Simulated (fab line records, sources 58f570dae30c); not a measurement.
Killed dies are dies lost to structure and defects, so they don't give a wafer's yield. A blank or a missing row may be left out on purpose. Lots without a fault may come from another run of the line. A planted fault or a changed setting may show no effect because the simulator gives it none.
Which tool did it? | flow berkeley_cmos170 | 14 lots, 42 wafers sampled, at 4 steps of a route of 331

WHAT THE GAUGES READ, wafer by wafer
UCB170_V2_CD_MEAS_90: target cd 700 nm. Usual: cd_nm 700.0 nm, standard deviation 1.5.
lot  | measured     | on        | cd_nm (nm)        | flag
L366 | day 8 17:14  | cd_sem-01 | 700.0 699.8 699.8 |
L364 | day 8 19:13  | cd_sem-01 | 699.6 698.9 700.3 |
L368 | day 9 11:14  | cd_sem-01 | 701.5 701.9 701.6 |
L370 | day 9 16:42  | cd_sem-02 | 698.5 697.7 698.2 |
L373 | day 10 06:48 | cd_sem-01 | 702.3 700.8 702.0 |
L371 | day 10 07:04 | cd_sem-02 | 700.5 701.7 700.9 |
L372 | day 10 09:41 | cd_sem-02 | 699.6 700.5 701.0 |
L377 | day 11 04:26 | cd_sem-01 | 701.5 701.8 702.3 |
L376 | day 11 06:05 | cd_sem-02 | 699.0 698.7 696.7 |
L375 | day 11 08:20 | cd_sem-01 | 702.0 700.9 700.3 |
L379 | day 12 11:49 | cd_sem-02 | 700.6 701.2 700.6 |
L380 | day 12 11:58 | cd_sem-01 | 699.9 700.3 701.8 |
L381 | day 12 17:26 | cd_sem-02 | 698.1 699.6 698.2 |
L386 | day 13 15:22 | cd_sem-02 | 699.3 698.5 698.3 |

UCB170_M3_THK_MEAS_03: measures by xrf. Usual: M3_AL_THK 881 nm, standard deviation 10.
lot  | measured     | on            | M3_AL_THK (nm) | flag
L366 | day 8 17:38  | film_metro-01 | 880 881 884    |
L364 | day 8 19:37  | film_metro-01 | 880 876 882    |
L368 | day 9 11:37  | film_metro-01 | 901 892 882    |
L370 | day 9 17:05  | film_metro-01 | 900 892 889    |
L373 | day 10 07:10 | film_metro-03 | 875 886 870    |
L371 | day 10 07:28 | film_metro-04 | 873 882 875    |
L372 | day 10 10:04 | film_metro-01 | 875 886 883    |
L377 | day 11 04:47 | film_metro-04 | 891 891 888    |
L376 | day 11 06:27 | film_metro-04 | 879 877 890    |
L375 | day 11 08:43 | film_metro-01 | 881 882 891    |
L379 | day 12 12:12 | film_metro-03 | 883 883 867    |
L380 | day 12 12:20 | film_metro-01 | 895 897 893    |
L381 | day 12 17:49 | film_metro-01 | 888 864 881    |
L386 | day 13 15:45 | film_metro-03 | 868 861 866    |

UCB170_M3_BOW_MEAS_20. Usual: M3_BOW 38 um, standard deviation 7.2.
lot  | measured     | on            | M3_BOW (um) | flag
L366 | day 8 21:28  | film_metro-01 | 35 45 24    |
L364 | day 8 22:53  | film_metro-01 | 31 28 48    |
L368 | day 9 14:05  | film_metro-04 | 33 32 43    |
L370 | day 9 19:27  | film_metro-04 | 40 43 46    |
L373 | day 10 10:19 | film_metro-04 | 41 40 42    |
L371 | day 10 10:49 | film_metro-01 | 45 32 41    |
L372 | day 10 13:14 | film_metro-03 | 36 39 33    |
L377 | day 11 08:18 | film_metro-04 | 42 34 34    |
L376 | day 11 09:16 | film_metro-04 | 36 36 45    |
L375 | day 11 11:08 | film_metro-03 | 42 47 32    |
L379 | day 12 15:04 | film_metro-04 | 37 43 40    |
L380 | day 12 15:34 | film_metro-04 | 41 42 42    |
L381 | day 12 20:56 | film_metro-01 | 36 33 44    |
L386 | day 13 19:05 | film_metro-04 | 44 33 41    |

WHICH TOOL RAN EACH LOT (tool, then ch and the chambers of the sampled wafers, then the start)
lot  | UCB170_M3_ETCH_17
L366 | rie_diel-01 ch 0,1,3, day 8 20:54
L364 | rie_diel-01 ch 0,2,3, day 8 22:26
L368 | rie_diel-01 ch 0,1,3, day 9 13:35
L370 | rie_diel-04 ch 0,1,2, day 9 19:00
L373 | rie_diel-04 ch 0,1,2, day 10 09:50
L371 | rie_diel-02 ch 1,2,3, day 10 10:22
L372 | rie_diel-04 ch 0,2, day 10 12:47
L377 | rie_diel-01 ch 0,2,3, day 11 07:46
L376 | rie_diel-02 ch 1,3, day 11 08:46
L375 | rie_diel-02 ch 0,2,3, day 11 10:41
L379 | rie_diel-01 ch 0,2,3, day 12 14:36
L380 | rie_diel-04 ch 0,1, day 12 15:04
L381 | rie_diel-02 ch 0,3, day 12 20:25
L386 | rie_diel-01 ch 2, day 13 18:37
- UCB170_M3_ETCH_17: etches BARC in N2/H2.

WHAT THE TOOLS THEMSELVES READ (means of the sampled wafers that have a number; where no wafer has one, the mark that the record gives instead)
UCB170_M3_ETCH_17. Usual: drypump_motor_current_A 5.7 A, standard deviation 0.45; oes_product_au 0.995 a.u., standard deviation 0.014; rf_fwd_power_W 493.5 W, standard deviation 2; throttle_valve_pct 13.25 %, standard deviation 0.11.
lot  | tool        | drypump_motor_current_A (A) | oes_product_au (a.u.) | rf_fwd_power_W (W) | throttle_valve_pct (%) | flag
L366 | rie_diel-01 | 5.2                         | 0.977                 | 493.2              | 13.25                  |
L364 | rie_diel-01 | 5.4                         | 0.994                 | 493.0              | 13.19                  |
L368 | rie_diel-01 | 5.2                         | 0.982                 | 494.5              | 13.25                  |
L370 | rie_diel-04 | 6.1                         | 0.999                 | 493.0              | 13.23                  |
L373 | rie_diel-04 | 6.1                         | 1.001                 | 494.6              | 13.23                  |
L371 | rie_diel-02 | 5.6                         | 0.998                 | 494.2              | 13.33                  |
L372 | rie_diel-04 | 5.9                         | 1.004                 | 491.1              | 13.17                  |
L377 | rie_diel-01 | 5.4                         | 0.991                 | 493.7              | 13.18                  |
L376 | rie_diel-02 | 5.4                         | 1.001                 | 493.2              | 13.24                  |
L375 | rie_diel-02 | 5.6                         | 0.994                 | 496.1              | 13.36                  |
L379 | rie_diel-01 | 5.4                         | 1.189                 | 695.3              | 13.19                  | OFF
L380 | rie_diel-04 | 6.2                         | 1.004                 | 492.5              | 13.13                  |
L381 | rie_diel-02 | 5.5                         | 0.986                 | 494.2              | 13.29                  |
L386 | rie_diel-01 | 5.8                         | 1.215                 | 691.9              | 13.16                  | OFF

THE ANSWER, worked out from the rows above alone
Rule: a lot is off if the mean of its wafers that have a number lies more than 3 standard deviations from the usual mean. A lot without any number at a reading at which 4 lots or more have one is off too. The other lots that the step has rows for count as sound. The gauges are gone through in route order, then the tools' own readings, and for those a lot's mean is taken as printed above. The first step at which some lot is off is used, and at that step the reading that is off furthest; a lot without a number counts as furthest.
Off: L379, L386, at UCB170_M3_ETCH_17 (rf_fwd_power_W).
A tool fits if, at that step or a process step before it, it ran every lot that is off, and no sound lot after the first of them. One fits: rie_diel-01 at UCB170_M3_ETCH_17. Its last sound lot is L377 (day 11 07:46), its first lot that is off L379 (day 12 14:36): a fault that began between those two fits.
The tool's own readings at UCB170_M3_ETCH_17 bear it out: on the lots that are off they differ by more than 5 times the standard deviation of the sound lots' means. oes_product_au reads 1.202 a.u. there against 0.994 a.u. on the sound lots; rf_fwd_power_W reads 693.6 W there against 493.6 W on the sound lots.

WHAT THE SIMULATOR HAD PUT IN
Process parameter drift: rie_diel-01, from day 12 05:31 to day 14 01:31, at UCB170_M3_ETCH_17. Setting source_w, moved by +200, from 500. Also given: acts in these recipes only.
Lots struck among those shown: L379, L386. The rule above found the same.
